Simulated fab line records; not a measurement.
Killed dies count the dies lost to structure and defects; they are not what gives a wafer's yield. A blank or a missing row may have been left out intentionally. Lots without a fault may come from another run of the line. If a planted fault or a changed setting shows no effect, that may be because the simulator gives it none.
The tool behind it: which one? ; flow rit_cmos ; 42 wafers from 14 lots sampled at 5 of the route's 202 steps

## WHAT THE GAUGES READ, wafer by wafer
RIT_ACTIVE_CD_MEAS_11 targets a cd of 1400 nm. Usual: cd_nm 1400.9 nm, standard deviation 2.6.
lot;measured;on;cd_nm (nm);flag
L481;day 1 15:16;cd_sem-01;1401.9 1403.6 1402.0;
L482;day 1 19:36;cd_sem-01;1400.5 1401.0 1399.3;
L486;day 2 15:34;cd_sem-01;1401.2 1402.1 1398.4;
L487;day 2 21:31;cd_sem-01;1400.3 1402.9 1401.4;
L492;day 4 01:02;cd_sem-02;1403.1 1402.3 1402.7;
L494;day 4 07:26;cd_sem-02;1401.7 1404.7 1403.8;
L496;day 4 17:26;cd_sem-01;1399.8 1398.8 1399.2;
L497;day 4 23:28;cd_sem-01;1401.8 1401.0 1403.2;
L498;day 5 03:32;cd_sem-02;1396.4 1398.8 1398.7;
L499;day 5 09:52;cd_sem-01;1397.9 1399.2 1399.9;
L500;day 5 14:35;cd_sem-02;1402.7 1401.9 1402.1;
L501;day 5 18:48;cd_sem-01;1398.6 1398.9 1397.3;
L502;day 5 23:49;cd_sem-01;1396.2 1400.1 1399.0;
L503;day 6 07:21;cd_sem-02;1400.3 1398.4 1399.1;

RIT_FOX2_THK_MEAS_90. Usual: FIELD_OXIDE_LEFT_1_THK 322 nm, standard deviation 6.9.
lot;measured;on;FIELD_OXIDE_LEFT_1_THK (nm);flag
L481;day 1 20:40;film_metro-01;319 323 319;
L482;day 2 01:49;film_metro-02;322 320 328;
L486;day 2 22:38;film_metro-04;325 334 341;
L487;day 3 02:50;film_metro-01;322 317 321;
L492;day 4 05:52;film_metro-02;327 331 326;
L494;day 4 13:46;film_metro-02;330 327 328;
L496;day 4 23:13;film_metro-01;326 330 325;
L497;day 5 04:22;film_metro-04;315 314 324;
L498;day 5 11:08;film_metro-04;313 325 323;
L499;day 5 18:29;film_metro-01;319 319 320;
L500;day 5 20:01;film_metro-02;307 310 309;
L501;day 5 23:41;film_metro-02;323 327 322;
L502;day 6 10:12;film_metro-01;315 310 313;
L503;day 6 14:28;film_metro-04;321 318 323;

RIT_NWELL_TW_MEAS_10. Usual: NWELL_TW 2144, standard deviation 18.
lot;measured;on;NWELL_TW;flag
L481;day 1 22:13;film_metro-01;2138 2128 2134;
L482;day 2 03:22;film_metro-03;2141 2142 2142;
L486;day 3 00:11;film_metro-04;2178 2169 2182;
L487;day 3 04:23;film_metro-03;2152 2143 2144;
L492;day 4 07:25;film_metro-01;2135 2117 2119;
L494;day 4 15:19;film_metro-04;2169 2158 2165;
L496;day 5 00:58;film_metro-04;2155 2164 2162;
L497;day 5 05:55;film_metro-03;2156 2146 2152;
L498;day 5 12:49;film_metro-01;2143 2127 2129;
L499;day 5 20:02;film_metro-03;2149 2156 2142;
L500;day 5 21:48;film_metro-03;2152 2157 2147;
L501;day 6 01:22;film_metro-01;2123 2129 2139;
L502;day 6 11:49;film_metro-03;2137 2140 2132;
L503;day 6 16:10;film_metro-04;2148 2159 2152;

RIT_GATE_THK_MEAS_09. Usual: GATE_POLY_THK 255.5 nm, standard deviation 2.5.
lot;measured;on;GATE_POLY_THK (nm);flag
L481;day 2 14:51;film_metro-02;257.5 258.3 260.8;
L482;day 2 19:45;film_metro-02;256.7 254.9 254.8;
L486;day 3 14:08;film_metro-01;251.7 252.0 252.5;
L487;day 4 01:18;film_metro-01;255.9 254.0 257.0;
L492;day 5 00:16;film_metro-02;257.5 260.9 259.0;
L494;day 5 10:32;film_metro-01;254.9 255.1 254.4;
L496;day 5 16:30;film_metro-04;296.7 296.5 295.4 297.0 296.5 295.7;OFF
L497;day 5 21:02;film_metro-04;294.5 296.5 294.6 294.7 296.5 294.6;OFF
L498;day 6 06:53;film_metro-02;254.3 253.8 254.3;
L499;day 6 13:17;film_metro-01;255.9 256.9 256.1;
L500;day 6 13:16;film_metro-02;258.1 258.5 259.7;
L501;day 6 17:19;film_metro-02;256.2 258.1 256.9;
L502;day 7 08:50;film_metro-01;259.0 259.1 259.9;
L503;day 7 08:50;film_metro-04;257.9 257.4 255.9;

## WHAT TOOL EACH LOT RAN ON (gives the tool, then ch and the chambers of the sampled wafers, and finally the start)
lot;RIT_GATE_CVD_08
L481;lpcvd-01 ch 0, day 2 12:26
L482;lpcvd-02 ch 0, day 2 18:07
L486;lpcvd-02 ch 0, day 3 12:32
L487;lpcvd-02 ch 0, day 3 22:52
L492;lpcvd-02 ch 1, day 4 22:39
L494;lpcvd-02 ch 0, day 5 08:55
L496;lpcvd-02 ch 0, day 5 14:53
L497;lpcvd-02 ch 0, day 5 19:25
L498;lpcvd-02 ch 1, day 6 05:15
L499;lpcvd-01 ch 1, day 6 11:38
L500;lpcvd-01 ch 0, day 6 11:38
L501;lpcvd-01 ch 0, day 6 15:41
L502;lpcvd-01 ch 0, day 7 07:13
L503;lpcvd-01 ch 1, day 7 07:13
- RIT_GATE_CVD_08: deposits poly-Si from SiH4, target thk 250 nm, time 2220 s.

## AS READ BY THE TOOLS THEMSELVES (means over the sampled wafers that have a number; for cases with no such wafer, the mark the record gives instead)
RIT_GATE_CVD_08. Usual: sih4_flow_sccm 100.03 sccm, standard deviation 0.29; spike_tc_centre_C 611.2 C, standard deviation 1.1; zone_power_load_pct 12.81 %, standard deviation 0.27.
lot;tool;sih4_flow_sccm (sccm);spike_tc_centre_C (C);zone_power_load_pct (%);flag
L481;lpcvd-01;99.88;610.5;12.39;
L482;lpcvd-02;99.99;610.7;12.87;
L486;lpcvd-02;100.27;611.3;12.74;
L487;lpcvd-02;99.70;611.3;12.76;
L492;lpcvd-02;99.56;610.0;13.12;
L494;lpcvd-02;99.99;611.3;12.72;
L496;lpcvd-02;100.08;610.6;12.83;
L497;lpcvd-02;100.47;611.1;12.65;
L498;lpcvd-02;100.00;610.3;13.21;
L499;lpcvd-01;100.22;612.5;13.07;
L500;lpcvd-01;100.23;611.1;12.50;
L501;lpcvd-01;99.74;610.7;12.40;
L502;lpcvd-01;100.10;610.9;12.37;
L503;lpcvd-01;100.38;612.0;13.05;

## THE ANSWER, worked out from the rows above alone
Rule: a lot counts as off when the mean over its wafers that have a number is more than 3 standard deviations away from the usual mean. Also off: a lot with no number at a reading for which 4 or more lots have one. Where the step has rows for the other lots, those lots are counted as sound. After the gauges, taken in route order, come the tools' own readings; for these a lot's mean is taken, as printed above. At the first step where some lot is off, the reading lying furthest off is the one used; lots without a number count as furthest.
Off: L496, L497, seen at RIT_GATE_THK_MEAS_09 (GATE_POLY_THK).
If a tool, at a process step before that reading, ran all the lots that are off and no sound lot after the first of them, it fits. Gauges at RIT_GATE_THK_MEAS_09: tried the same way as those tools. No candidate that was tried fits.

## WHAT WAS PUT IN BY THE SIMULATOR
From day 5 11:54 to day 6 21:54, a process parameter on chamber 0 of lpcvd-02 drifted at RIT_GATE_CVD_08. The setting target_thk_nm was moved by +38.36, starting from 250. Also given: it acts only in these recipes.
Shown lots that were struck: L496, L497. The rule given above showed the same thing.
